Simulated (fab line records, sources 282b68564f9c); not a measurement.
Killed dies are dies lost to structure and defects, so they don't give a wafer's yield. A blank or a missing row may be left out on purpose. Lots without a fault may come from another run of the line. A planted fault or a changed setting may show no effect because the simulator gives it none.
One fault seen from 2 desks | flow rit_cmos | each desk has only its own numbers; what lay behind them comes last

THE METROLOGY DESK
What the gauges read, lot by lot, whatever tool the lot ran on: means of the sampled wafers that have a number. A lot is out of limits, marked OUT, if its mean lies more than 4 standard deviations from the usual mean; the brackets give that distance.
Columns: A = NSD_TW at RIT_NSD_TW_MEAS_10, usual 3139; B = PSD_TW at RIT_PSD_TW_MEAS_10, usual 3434; C = PSD_RS at RIT_SDANNEAL_RS_MEAS_04, usual 115.93 ohm/sq
lot  | first seen here | A    | B              | C
L984 | day 3 03:11     | 3142 | 3464           | 115.65
L985 | day 3 06:13     | 3126 | 3401           | 115.82
L991 | day 4 11:55     | 3111 | 3134 (-13) OUT | 137.63 (+83) OUT
L992 | day 4 19:38     | 3131 | 3120 (-14) OUT | 138.14 (+85) OUT
L994 | day 5 03:51     | 3123 | 3120 (-14) OUT | 138.72 (+88) OUT
L998 | day 5 22:45     | 3152 | 3437           | 116.06
L999 | day 6 04:34     | 3171 | 3461           | 115.99
L100 | day 6 09:50     | 3136 | 3455           | 115.70
L101 | day 6 14:10     | 3130 | 3435           | 115.54
L102 | day 6 23:46     | 3169 | 3425           | 115.82
L103 | day 7 07:44     | 3180 | 3403           | 116.17
L104 | day 7 13:22     | 3186 | 3409           | 116.11
L105 | day 7 14:58     | 3180 | 3464           | 116.24
L106 | day 7 23:12     | 3167 | 3389           | 115.90
L107 | day 8 11:10     | 3111 | 3416           | 116.09
This desk's finding: out of limits on L991, L992, L994; first on L991, day 4 13:48 (PSD_TW at RIT_PSD_TW_MEAS_10). In limits: L984, L985, L998, L999, L100, L101, L102, L103, L104, L105, L106, L107.

THE TOOL OWNER'S DESK: implanter-02
The tool's own readings at RIT_PSD_IMPLANT_08: means of the sampled wafers that have a number, for each lot that ran on this tool. A lot is out of limits, marked OUT, if its mean lies more than 4 standard deviations from the usual mean; the brackets give that distance.
Columns: A = beam_energy_keV at RIT_PSD_IMPLANT_08, usual 27.000; B = beam_on_s at RIT_PSD_IMPLANT_08, usual 11.3 s
lot  | first seen here | A                        | B
L991 | day 4 13:29     | 18.891 (-99 or more) OUT | 13.4
L992 | day 4 20:53     | 18.897 (-99 or more) OUT | 13.4
L994 | day 5 04:58     | 18.898 (-99 or more) OUT | 13.4
This desk's finding: out of limits on L991, L992, L994; first on L991, day 4 13:29 (beam_energy_keV at RIT_PSD_IMPLANT_08). In limits: none.

PUT TOGETHER
The tool owner's desk could have raised an alarm at day 4 13:29, on L991, L992, L994.
The metrology desk could have raised an alarm at day 4 13:48, on L991, L992, L994.
Of the lots named, all ran RIT_PSD_IMPLANT_08 on implanter-02.

WHAT THE SIMULATOR HAD PUT IN
Process parameter drift: implanter-02, from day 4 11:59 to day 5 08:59, at RIT_PSD_IMPLANT_08. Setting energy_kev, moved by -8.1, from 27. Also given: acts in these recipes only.
Lots struck among those shown: L991, L992, L994.
Hours from the fault's start to each desk's first reading out of limits: the tool owner's desk, 2; the metrology desk, 2.
